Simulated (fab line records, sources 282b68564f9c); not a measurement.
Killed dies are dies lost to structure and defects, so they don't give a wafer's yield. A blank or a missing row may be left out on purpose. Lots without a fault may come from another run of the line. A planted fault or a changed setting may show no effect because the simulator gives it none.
A struck lot beside a sound one | flow rit_cmos | 44 steps out of a route of 202
Sound: wafers L983.2, L983.5, L983.6. Struck: wafers L989.1, L989.3, L989.6. The cause comes at the end.
At each step with rows: each side's tool, then ch and its chambers, then its first start. Under that, the readings that differ: sound wafers | struck wafers | difference of the means | sigmas: that difference in standard deviations of wafers without a fault.
alike: readings whose means differ by less than 2 such deviations, and words and numbers that are the same on both sides. not compared: withheld readings, readings that some wafer has no value for, bounds like >300 that may hide the same value, and numbers for which the record gives no deviation and whose values overlap.
The two part at a step that has a row with sigmas, a row that says differs or no value, or rows on one side only. Numbers that don't overlap but have no deviation are shown without sigmas and don't part them. A reading that every wafer of one side lacks parts them only if that side has two wafers or more.

first, 3 steps without rows for these wafers: RIT_REOX_CLEAN_01 (cleans in dHF, time 30 s); RIT_REOX_CLEAN_02 (cleans in SC2, time 600 s); RIT_REOX_OXIDATION_03 (target thk 25.2 nm, ox time 5580 s).
RIT_REOX_THK_MEAS_04:
  sound on film_metro-02, day 2 18:38; struck on film_metro-01, day 4 00:52
  alike: REOX_OXIDE_THK
then, 6 steps without rows for these wafers: RIT_NLDD_HMDS_00 (prime time 60 s); RIT_NLDD_COAT_01 (resist thk 1000 nm); RIT_NLDD_SOFTBAKE_02 (time 60 s); RIT_NLDD_EXPOSE_03 (exposes mask M7, target cd 40700 nm); RIT_NLDD_PEB_04; RIT_NLDD_DEVELOP_05 (develop time 50 s).
RIT_NLDD_OVL_MEAS_06:
  sound on overlay-02, day 2 19:37; struck on overlay-02, day 4 01:51
  alike: NLDD_OVL
then, 1 step without rows for these wafers: RIT_NLDD_HARDBAKE_07 (time 60 s).
RIT_NLDD_IMPLANT_08:
  sound on implanter-01 ch 0, day 2 20:04; struck on implanter-01 ch 0, day 4 02:02
  reading            | sound                         | struck                      | difference | sigmas
  dose_ions_cm2      | 5.008e+14 4.997e+14 4.999e+14 | 5.46e+14 5.47e+14 5.459e+14 | +4.62e+13  | +87
  faraday_current_uA | 1556 1573 1630                | 1751 1739 1742              | +158       | +5
RIT_NLDD_STRIP_09: strips in O2, time 180 s.
  sound on plasma_asher-03 ch 0,1, day 2 20:11; struck on plasma_asher-03 ch 0,1, day 4 02:11
  alike: drypump_motor_current_A, o2_flow_sccm
  not compared: rf_hours_counter_h
RIT_NLDD_TW_MEAS_10:
  sound on film_metro-04, day 2 20:22; struck on film_metro-03, day 4 02:22
  reading | sound          | struck         | difference | sigmas
  NLDD_TW | 2518 2510 2508 | 2576 2557 2565 | +54        | +3
then, 6 steps without rows for these wafers: RIT_PLDD_HMDS_00 (prime time 60 s); RIT_PLDD_COAT_01 (resist thk 1000 nm); RIT_PLDD_SOFTBAKE_02 (time 60 s); RIT_PLDD_EXPOSE_03 (exposes mask M8, target cd 40900 nm); RIT_PLDD_PEB_04; RIT_PLDD_DEVELOP_05 (develop time 50 s).
RIT_PLDD_OVL_MEAS_06:
  sound on overlay-01, day 2 21:16; struck on overlay-02, day 4 03:16
  alike: PLDD_OVL
then, 2 steps without rows for these wafers: RIT_PLDD_HARDBAKE_07 (time 60 s); RIT_PLDD_IMPLANT_08.
RIT_PLDD_STRIP_09: strips in O2, time 180 s.
  sound on plasma_asher-01 ch 0,1, day 2 21:36; struck on plasma_asher-03 ch 0,1, day 4 03:37
  alike: drypump_motor_current_A, o2_flow_sccm
  not compared: rf_hours_counter_h
RIT_PLDD_TW_MEAS_10:
  sound on film_metro-01, day 2 21:47; struck on film_metro-04, day 4 03:47
  alike: PLDD_TW
then, 4 steps without rows for these wafers: RIT_SPACER_CLEAN_00 (cleans in SC1, time 600 s); RIT_SPACER_CLEAN_01 (cleans in dHF, time 30 s); RIT_SPACER_CLEAN_02 (cleans in SC2, time 600 s); RIT_SPACER_CVD_03 (deposits Si3N4 from SiH2Cl2/NH3, target thk 250 nm, time 3300 s).
RIT_SPACER_THK_MEAS_04:
  sound on film_metro-03, day 3 00:08; struck on film_metro-01, day 4 06:08
  alike: SPACER_NITRIDE_THK
RIT_SPACER_ETCHBACK_05: etches Si3N4 in SF6/CHF3, stops on SiO2, target depth 250 nm, time 240 s.
  sound on rie_diel-01 ch 0,3, day 3 00:11; struck on rie_diel-03 ch 0,1,3, day 4 06:11
  alike: drypump_motor_current_A, oes_product_au, throttle_valve_pct
  not compared: rf_hours_counter_h
then, 6 steps without rows for these wafers: RIT_NSD_HMDS_00 (prime time 60 s); RIT_NSD_COAT_01 (resist thk 1000 nm); RIT_NSD_SOFTBAKE_02 (time 60 s); RIT_NSD_EXPOSE_03 (exposes mask M9, target cd 40700 nm); RIT_NSD_PEB_04; RIT_NSD_DEVELOP_05 (develop time 50 s).
RIT_NSD_OVL_MEAS_06:
  sound on overlay-01, day 3 01:28; struck on overlay-01, day 4 07:11
  alike: NSD_OVL
then, 2 steps without rows for these wafers: RIT_NSD_HARDBAKE_07 (time 60 s); RIT_NSD_IMPLANT_08.
RIT_NSD_STRIP_09: strips in O2, time 180 s.
  sound on plasma_asher-01 ch 0,1, day 3 01:47; struck on plasma_asher-04 ch 0,1, day 4 07:31
  alike: drypump_motor_current_A, o2_flow_sccm
  not compared: rf_hours_counter_h
RIT_SDANNEAL_RS_MEAS_07: measures by four-point-probe.
  sound on film_metro-03, day 3 04:24; struck on film_metro-04, day 4 09:58
  reading          | sound             | struck            | difference | sigmas
  NLDD_RS (ohm/sq) | 151.6 151.6 151.6 | 140.7 140.5 140.4 | -11.1      | -26
RIT_M1_PROBE_99:
  sound on prober-01, day 3 11:19; struck on prober-01, day 4 17:11
  reading                               | sound                | struck             | difference | sigmas
  model.etest.nldd.rs_ohm_sq            | 375.7 374.8 373.1    | 351.3 355 357.6    | -19.9      |
  model.etest.nmos_turned.drive_ua_um   | 324.8 334.6 329.9    | 351.1 346 345.8    | +17.9      |
  model.etest.nldd.line_ohm_um          | 117.6 117.9 117.8    | 112.7 112.7 112.6  | -5.1       |
  model.etest.nmos_turned.overlap_ff_um | 0.367 0.369 0.3675   | 0.3849 0.3819 0.38 | +0.0144    |
  model.etest.nmos_0p15.overlap_ff_um   | 0.2463 0.2482 0.2453 | 0.255 0.2558 0.254 | +0.008     |
  alike: killed_at_contacts, killed_at_front_end, killed_dies, killed_open, killed_short

WHERE THEY PART
First at RIT_NLDD_IMPLANT_08; last, within this record, at RIT_SDANNEAL_RS_MEAS_07. Later steps at which nothing parts them and some readings are alike: RIT_M1_PROBE_99.

WHY: what the simulator had put in
Process parameter drift: implanter-01, from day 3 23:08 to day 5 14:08, at RIT_NLDD_IMPLANT_08. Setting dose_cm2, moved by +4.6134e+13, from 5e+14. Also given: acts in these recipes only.
